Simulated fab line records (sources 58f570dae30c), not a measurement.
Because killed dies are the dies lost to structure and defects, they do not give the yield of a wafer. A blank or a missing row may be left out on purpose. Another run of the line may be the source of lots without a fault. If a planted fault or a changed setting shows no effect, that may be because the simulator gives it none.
Split-lot trial || flow berkeleyCmos170 || on a route of 331 steps: 5 lots, 23 wafers read

ON THE SPLIT
At UCB170_PLDD_EXPOSE_03 (exposes mask PSELECT, target cd 1200 nm), the setting doseMj was moved away from the recipe's 30 on 4 of the 23 wafers read, by -3.1% to +4.5%. All remaining wafers had this setting at the recipe value.

FROM THE SPLIT TO THE READING: what the file shows between them, 2 steps
- UCB170_PLDD_PEB_04
- UCB170_PLDD_DEVELOP_05: develop time 45 s

THE READING
Shown in nm: cdNm at UCB170_PLDD_CD_MEAS_06, with target cd 1200 nm. Fault-free wafers of this fab line usually give 1199.3 nm, standard deviation 1.2 nm.

{"wafer": "L074.2", "tool, chamber at the split": "krfScanner-01, 0", "doseMj as run": 30, "against the recipe": "recipe", "cdNm, nm": 1200.9, "against lot-mates on the recipe": "-"}
{"wafer": "L074.3", "tool, chamber at the split": "krfScanner-01, 0", "doseMj as run": 30, "against the recipe": "recipe", "cdNm, nm": 1200.1, "against lot-mates on the recipe": "-"}
{"wafer": "L074.4", "tool, chamber at the split": "krfScanner-01, 0", "doseMj as run": 30, "against the recipe": "recipe", "cdNm, nm": 1199.3, "against lot-mates on the recipe": "-"}
{"wafer": "L074.5", "tool, chamber at the split": "krfScanner-01, 0", "doseMj as run": 30, "against the recipe": "recipe", "cdNm, nm": 1200.5, "against lot-mates on the recipe": "-"}
{"wafer": "L074.6", "tool, chamber at the split": "krfScanner-01, 0", "doseMj as run": 30, "against the recipe": "recipe", "cdNm, nm": 1200.0, "against lot-mates on the recipe": "-"}
{"wafer": "L077.1", "tool, chamber at the split": "krfScanner-01, 0", "doseMj as run": 30, "against the recipe": "recipe", "cdNm, nm": 1199.5, "against lot-mates on the recipe": "-"}
{"wafer": "L077.3", "tool, chamber at the split": "krfScanner-01, 0", "doseMj as run": 30, "against the recipe": "recipe", "cdNm, nm": 1199.8, "against lot-mates on the recipe": "-"}
{"wafer": "L077.6", "tool, chamber at the split": "krfScanner-01, 0", "doseMj as run": 30, "against the recipe": "recipe", "cdNm, nm": 1199.2, "against lot-mates on the recipe": "-"}
{"wafer": "L082.1", "tool, chamber at the split": "krfScanner-02, 0", "doseMj as run": 29.07, "against the recipe": "-3.1%", "cdNm, nm": 1193.0, "against lot-mates on the recipe": -6.2}
{"wafer": "L082.2", "tool, chamber at the split": "krfScanner-02, 0", "doseMj as run": 29.07, "against the recipe": "-3.1%", "cdNm, nm": 1192.1, "against lot-mates on the recipe": -7.1}
{"wafer": "L082.3", "tool, chamber at the split": "krfScanner-02, 0", "doseMj as run": 30, "against the recipe": "recipe", "cdNm, nm": 1200.1, "against lot-mates on the recipe": "-"}
{"wafer": "L082.5", "tool, chamber at the split": "krfScanner-02, 0", "doseMj as run": 30, "against the recipe": "recipe", "cdNm, nm": 1199.6, "against lot-mates on the recipe": "-"}
{"wafer": "L082.6", "tool, chamber at the split": "krfScanner-02, 0", "doseMj as run": 30, "against the recipe": "recipe", "cdNm, nm": 1197.9, "against lot-mates on the recipe": "-"}
{"wafer": "L084.1", "tool, chamber at the split": "krfScanner-01, 0", "doseMj as run": 30, "against the recipe": "recipe", "cdNm, nm": 1200.0, "against lot-mates on the recipe": "-"}
{"wafer": "L084.3", "tool, chamber at the split": "krfScanner-01, 0", "doseMj as run": 30, "against the recipe": "recipe", "cdNm, nm": 1199.4, "against lot-mates on the recipe": "-"}
{"wafer": "L084.4", "tool, chamber at the split": "krfScanner-01, 0", "doseMj as run": 30, "against the recipe": "recipe", "cdNm, nm": 1198.9, "against lot-mates on the recipe": "-"}
{"wafer": "L084.5", "tool, chamber at the split": "krfScanner-01, 0", "doseMj as run": 30, "against the recipe": "recipe", "cdNm, nm": 1196.9, "against lot-mates on the recipe": "-"}
{"wafer": "L084.6", "tool, chamber at the split": "krfScanner-01, 0", "doseMj as run": 30, "against the recipe": "recipe", "cdNm, nm": 1199.0, "against lot-mates on the recipe": "-"}
{"wafer": "L085.1", "tool, chamber at the split": "krfScanner-02, 0", "doseMj as run": 30, "against the recipe": "recipe", "cdNm, nm": 1201.8, "against lot-mates on the recipe": "-"}
{"wafer": "L085.2", "tool, chamber at the split": "krfScanner-02, 0", "doseMj as run": 30, "against the recipe": "recipe", "cdNm, nm": 1202.6, "against lot-mates on the recipe": "-"}
{"wafer": "L085.3", "tool, chamber at the split": "krfScanner-02, 0", "doseMj as run": 30, "against the recipe": "recipe", "cdNm, nm": 1200.6, "against lot-mates on the recipe": "-"}
{"wafer": "L085.5", "tool, chamber at the split": "krfScanner-02, 0", "doseMj as run": 31.36, "against the recipe": "+4.5%", "cdNm, nm": 1209.1, "against lot-mates on the recipe": "+7.4"}
{"wafer": "L085.6", "tool, chamber at the split": "krfScanner-02, 0", "doseMj as run": 31.36, "against the recipe": "+4.5%", "cdNm, nm": 1209.5, "against lot-mates on the recipe": "+7.8"}

THE FIT
A straight line over all 23 wafers: cdNm changes by +2.18 nm for each +1% of doseMj; r = +0.95; the points scatter about the line by 1.2 nm.
The same after taking each lot's own level away (the mean of its wafers on the recipe; 23 wafers): +1.84 nm for each +1%; r = +0.97; scatter 0.83 nm.
That fit puts the effect of the largest move of doseMj on the reading at 8.3 nm.
The lots' own levels span 1198.84 to 1201.67 nm, that is 2.4 times the standard deviation above.
In other words, the slope is changed by the lot-to-lot level; the two fits disagree.
Check: for one of the wafers moved furthest among these (+4.5%), held out of the fit, the line's prediction against its lot-mates is +8.63 nm. It came out at +7.43 nm against them.

FURTHER SPLITS ON THESE WAFERS
Before the reading, these wafers also passed through other splits. Each is held against what the fit with the lots' levels taken away leaves over:
{"other split on the same wafers": "UCB170_ZERO_COAT_01 resistThkNm", "wafers away from the commonest value": 6, "r with cdNm (lot level and that fit taken away)": -0.43}
{"other split on the same wafers": "UCB170_ZERO_ETCH_06 overEtchFrac", "wafers away from the commonest value": 9, "r with cdNm (lot level and that fit taken away)": "+0.00"}
{"other split on the same wafers": "UCB170_PWELL_CVD_05 timeS", "wafers away from the commonest value": 15, "r with cdNm (lot level and that fit taken away)": "+0.00"}
{"other split on the same wafers": "UCB170_PWELL_ETCH_14 timeS", "wafers away from the commonest value": 9, "r with cdNm (lot level and that fit taken away)": "+0.41"}
{"other split on the same wafers": "UCB170_ACTIVE_OXIDATION_02 oxTimeS", "wafers away from the commonest value": 18, "r with cdNm (lot level and that fit taken away)": "+0.12"}
{"other split on the same wafers": "UCB170_NVT_COAT_01 spinRpm", "wafers away from the commonest value": 9, "r with cdNm (lot level and that fit taken away)": -0.31}
{"other split on the same wafers": "UCB170_PVT_IMPLANT_07 energyKev", "wafers away from the commonest value": 9, "r with cdNm (lot level and that fit taken away)": "+0.21"}

THE FILE'S OWN FIT
cdNm changes by +1.84 nm for each +1% of doseMj, r = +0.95.
